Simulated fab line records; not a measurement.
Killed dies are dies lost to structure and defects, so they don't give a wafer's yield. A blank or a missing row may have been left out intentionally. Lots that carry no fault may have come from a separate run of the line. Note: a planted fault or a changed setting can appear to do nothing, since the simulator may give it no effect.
fab line records || flow berkeley_cmos170
record {"lots": 15, "wafers": 45, "last_day": 14}
route steps=331 shown PFIELD@84
lots untouched by any fault: they come from a run of this same line in which no faults occurred
start_h: hours from the record's first day to the start of the lot's first wafer shown || wait_h: how many hours have passed since the lot's step before this one || " same as the row above || L1.1+2: a single row standing in for several wafers || - no value, or no start given || * or withheld: withheld || < > ~ a bound
route shown NAME@n: NAME is a module with steps in the file, n the number in the route of the first one || usual: mean/standard deviation of fault-free wafers || same: alike in all rows || chamber/n: place in a boat || sites: per-site readings || _std_site: standard deviation of those values || _edge_site: outer sites' mean less inner sites' || radius_mm: how far each site lies from the wafer's centre || mask NAME#n: copy n || behind: the most recent tool/chamber to have shaped the wafer || hold: why the lot was held/for how many hours/how that ended || device: names the non-switching transistor (n, p or np) || end of line: the route-end tests of the same wafers || for a step that has no rows: nothing shown but its recipe || killed: at the first sort, the dies lost to defects and structure; wafer yield is something else || map: a wafer's dies, x killed, . not, _ none there
set.NAME: the run value of the setting; set.NAME@STEP: its run value at that earlier step || model.NAME: the simulator's own value behind a step, which no gauge read
one table for each step of the route and one row for each wafer, over a sample of lots
services: from which hour (start_h, from the record's first day; less than 0 if before it) a tool's chamber was out of use, for how many hours, and why
## steps
# step UCB170_PFIELD_DEVELOP_05
# recipe {"developer": "TMAH", "develop_time_s": 45, "resist": "KrF", "dev_temp_c": 21}
# usual {"chill_plate_temp_C": "23.00/0.099", "develop_time_s": "45/0"}
{"lot.wafer": "L158.2", "tool": "litho_track-03", "chamber": 0, "start_h": 96, "wait_h": "-", "chill_plate_temp_C": 23.01, "develop_time_s": 45}
{"lot.wafer": "L158.3", "tool": "litho_track-03", "chamber": 0, "start_h": 96, "wait_h": "-", "chill_plate_temp_C": 22.89, "develop_time_s": 45}
{"lot.wafer": "L158.4", "tool": "litho_track-03", "chamber": 0, "start_h": 96, "wait_h": "-", "chill_plate_temp_C": 23.00, "develop_time_s": 45}
{"lot.wafer": "L159.1", "tool": "litho_track-03", "chamber": 0, "start_h": 109, "wait_h": "-", "chill_plate_temp_C": 22.96, "develop_time_s": 45}
{"lot.wafer": "L159.2", "tool": "litho_track-03", "chamber": 0, "start_h": 109, "wait_h": "-", "chill_plate_temp_C": 22.96, "develop_time_s": 45}
{"lot.wafer": "L159.4", "tool": "litho_track-03", "chamber": 0, "start_h": 109, "wait_h": "-", "chill_plate_temp_C": 23.10, "develop_time_s": 45}
{"lot.wafer": "L160.1", "tool": "litho_track-03", "chamber": 0, "start_h": 109, "wait_h": "-", "chill_plate_temp_C": 22.98, "develop_time_s": 45}
{"lot.wafer": "L160.2", "tool": "litho_track-03", "chamber": 0, "start_h": 109, "wait_h": "-", "chill_plate_temp_C": 23.01, "develop_time_s": 45}
{"lot.wafer": "L160.4", "tool": "litho_track-03", "chamber": 0, "start_h": 109, "wait_h": "-", "chill_plate_temp_C": 22.95, "develop_time_s": 45}
{"lot.wafer": "L162.1", "tool": "litho_track-03", "chamber": "-", "start_h": 117, "wait_h": "-", "chill_plate_temp_C": "-", "develop_time_s": "-"}
{"lot.wafer": "L162.5", "tool": "litho_track-03", "chamber": "-", "start_h": 117, "wait_h": "-", "chill_plate_temp_C": "-", "develop_time_s": "-"}
{"lot.wafer": "L162.6", "tool": "litho_track-03", "chamber": "-", "start_h": 117, "wait_h": "-", "chill_plate_temp_C": "-", "develop_time_s": "-"}
{"lot.wafer": "L164.2", "tool": "litho_track-04", "chamber": "-", "start_h": 126, "wait_h": "-", "chill_plate_temp_C": "-", "develop_time_s": "-"}
{"lot.wafer": "L164.4", "tool": "litho_track-04", "chamber": "-", "start_h": 126, "wait_h": "-", "chill_plate_temp_C": "-", "develop_time_s": "-"}
{"lot.wafer": "L164.5", "tool": "litho_track-04", "chamber": "-", "start_h": 126, "wait_h": "-", "chill_plate_temp_C": "-", "develop_time_s": "-"}
{"lot.wafer": "L163.4", "tool": "litho_track-01", "chamber": "-", "start_h": 127, "wait_h": "-", "chill_plate_temp_C": "-", "develop_time_s": "-"}
{"lot.wafer": "L163.5", "tool": "litho_track-01", "chamber": "-", "start_h": 127, "wait_h": "-", "chill_plate_temp_C": "-", "develop_time_s": "-"}
{"lot.wafer": "L163.6", "tool": "litho_track-01", "chamber": "-", "start_h": 127, "wait_h": "-", "chill_plate_temp_C": "-", "develop_time_s": "-"}
{"lot.wafer": "L166.1", "tool": "litho_track-01", "chamber": 0, "start_h": 148, "wait_h": "-", "chill_plate_temp_C": 22.96, "develop_time_s": 45}
{"lot.wafer": "L166.3", "tool": "litho_track-01", "chamber": 0, "start_h": 148, "wait_h": "-", "chill_plate_temp_C": 23.15, "develop_time_s": 45}
{"lot.wafer": "L166.6", "tool": "litho_track-01", "chamber": 0, "start_h": 148, "wait_h": "-", "chill_plate_temp_C": 22.92, "develop_time_s": 45}
{"lot.wafer": "L173.1", "tool": "litho_track-03", "chamber": 0, "start_h": 184, "wait_h": "-", "chill_plate_temp_C": 23.01, "develop_time_s": 45}
{"lot.wafer": "L173.5", "tool": "litho_track-03", "chamber": 0, "start_h": 184, "wait_h": "-", "chill_plate_temp_C": 22.94, "develop_time_s": 45}
{"lot.wafer": "L173.6", "tool": "litho_track-03", "chamber": 0, "start_h": 184, "wait_h": "-", "chill_plate_temp_C": 23.07, "develop_time_s": 45}
{"lot.wafer": "L172.1", "tool": "litho_track-01", "chamber": 0, "start_h": 184, "wait_h": "-", "chill_plate_temp_C": 22.96, "develop_time_s": 45}
{"lot.wafer": "L172.2", "tool": "litho_track-01", "chamber": 0, "start_h": 184, "wait_h": "-", "chill_plate_temp_C": 22.85, "develop_time_s": 45}
{"lot.wafer": "L172.3", "tool": "litho_track-01", "chamber": 0, "start_h": 184, "wait_h": "-", "chill_plate_temp_C": 23.00, "develop_time_s": 45}
{"lot.wafer": "L176.1", "tool": "litho_track-03", "chamber": 0, "start_h": 212, "wait_h": "-", "chill_plate_temp_C": 22.94, "develop_time_s": 45}
{"lot.wafer": "L176.4", "tool": "litho_track-03", "chamber": 0, "start_h": 212, "wait_h": "-", "chill_plate_temp_C": 22.81, "develop_time_s": 45}
{"lot.wafer": "L176.5", "tool": "litho_track-03", "chamber": 0, "start_h": 212, "wait_h": "-", "chill_plate_temp_C": 22.95, "develop_time_s": 45}
{"lot.wafer": "L175.3", "tool": "litho_track-04", "chamber": 0, "start_h": 212, "wait_h": "-", "chill_plate_temp_C": 22.98, "develop_time_s": 45}
{"lot.wafer": "L175.5", "tool": "litho_track-04", "chamber": 0, "start_h": 212, "wait_h": "-", "chill_plate_temp_C": 23.11, "develop_time_s": 45}
{"lot.wafer": "L175.6", "tool": "litho_track-04", "chamber": 0, "start_h": 212, "wait_h": "-", "chill_plate_temp_C": 23.14, "develop_time_s": 45}
{"lot.wafer": "L177.1", "tool": "litho_track-03", "chamber": 0, "start_h": 226, "wait_h": "-", "chill_plate_temp_C": 22.94, "develop_time_s": 45}
{"lot.wafer": "L177.2", "tool": "litho_track-03", "chamber": 0, "start_h": 226, "wait_h": "-", "chill_plate_temp_C": 22.90, "develop_time_s": 45}
{"lot.wafer": "L177.3", "tool": "litho_track-03", "chamber": 0, "start_h": 226, "wait_h": "-", "chill_plate_temp_C": 22.98, "develop_time_s": 45}
{"lot.wafer": "L178.2", "tool": "litho_track-04", "chamber": 0, "start_h": 226, "wait_h": "-", "chill_plate_temp_C": 23.08, "develop_time_s": 45}
{"lot.wafer": "L178.4", "tool": "litho_track-04", "chamber": 0, "start_h": 226, "wait_h": "-", "chill_plate_temp_C": 23.24, "develop_time_s": 45}
{"lot.wafer": "L178.6", "tool": "litho_track-04", "chamber": 0, "start_h": 226, "wait_h": "-", "chill_plate_temp_C": 23.16, "develop_time_s": 45}
{"lot.wafer": "L180.1", "tool": "litho_track-04", "chamber": 0, "start_h": 242, "wait_h": "-", "chill_plate_temp_C": 22.93, "develop_time_s": 45}
{"lot.wafer": "L180.2", "tool": "litho_track-04", "chamber": 0, "start_h": 242, "wait_h": "-", "chill_plate_temp_C": 22.97, "develop_time_s": 45}
{"lot.wafer": "L180.4", "tool": "litho_track-04", "chamber": 0, "start_h": 242, "wait_h": "-", "chill_plate_temp_C": 22.85, "develop_time_s": 45}
{"lot.wafer": "L179.3", "tool": "litho_track-04", "chamber": 0, "start_h": 242, "wait_h": "-", "chill_plate_temp_C": 22.98, "develop_time_s": 45}
{"lot.wafer": "L179.5", "tool": "litho_track-04", "chamber": 0, "start_h": 242, "wait_h": "-", "chill_plate_temp_C": 22.91, "develop_time_s": 45}
{"lot.wafer": "L179.6", "tool": "litho_track-04", "chamber": 0, "start_h": 242, "wait_h": "-", "chill_plate_temp_C": 22.95, "develop_time_s": 45}
## services
{"tool": "litho_track-03", "chamber": "-", "start_h": 121.89, "hours": "-", "kind": "consumable_replace:filter"}
## key
first_sign {"step": "UCB170_PFIELD_DEVELOP_05", "reading": "tool_record", "direction": "missing"}
effect none on later readings
met_at UCB170_PFIELD_DEVELOP_05
struck_lots L162,L163,L164
sort_left_out L162.1,L162.5,L162.6,L163.4,L163.5,L163.6,L164.2,L164.4,L164.5
tester_left_out L162,L163,L164
onset_between 109 117
fault {"kind": "skipped_step_whole", "tool": "litho_track-01,litho_track-03,litho_track-04", "chamber": "-", "onset_h": 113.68, "steps": "UCB170_PFIELD_DEVELOP_05", "scope": "struck_lots_only"}
# tester_left_out: of these lots the tester's yield and bins aren't shown, on N5 and GAA mostly nor the transistor test; their killed dies are dies lost to structure and defects alone, not to doping, threshold or leakage, so they don't give the yield
# sort_left_out: the simulated sort isn't trusted on such a fault, so these wafers' sort isn't shown, and their yield isn't known
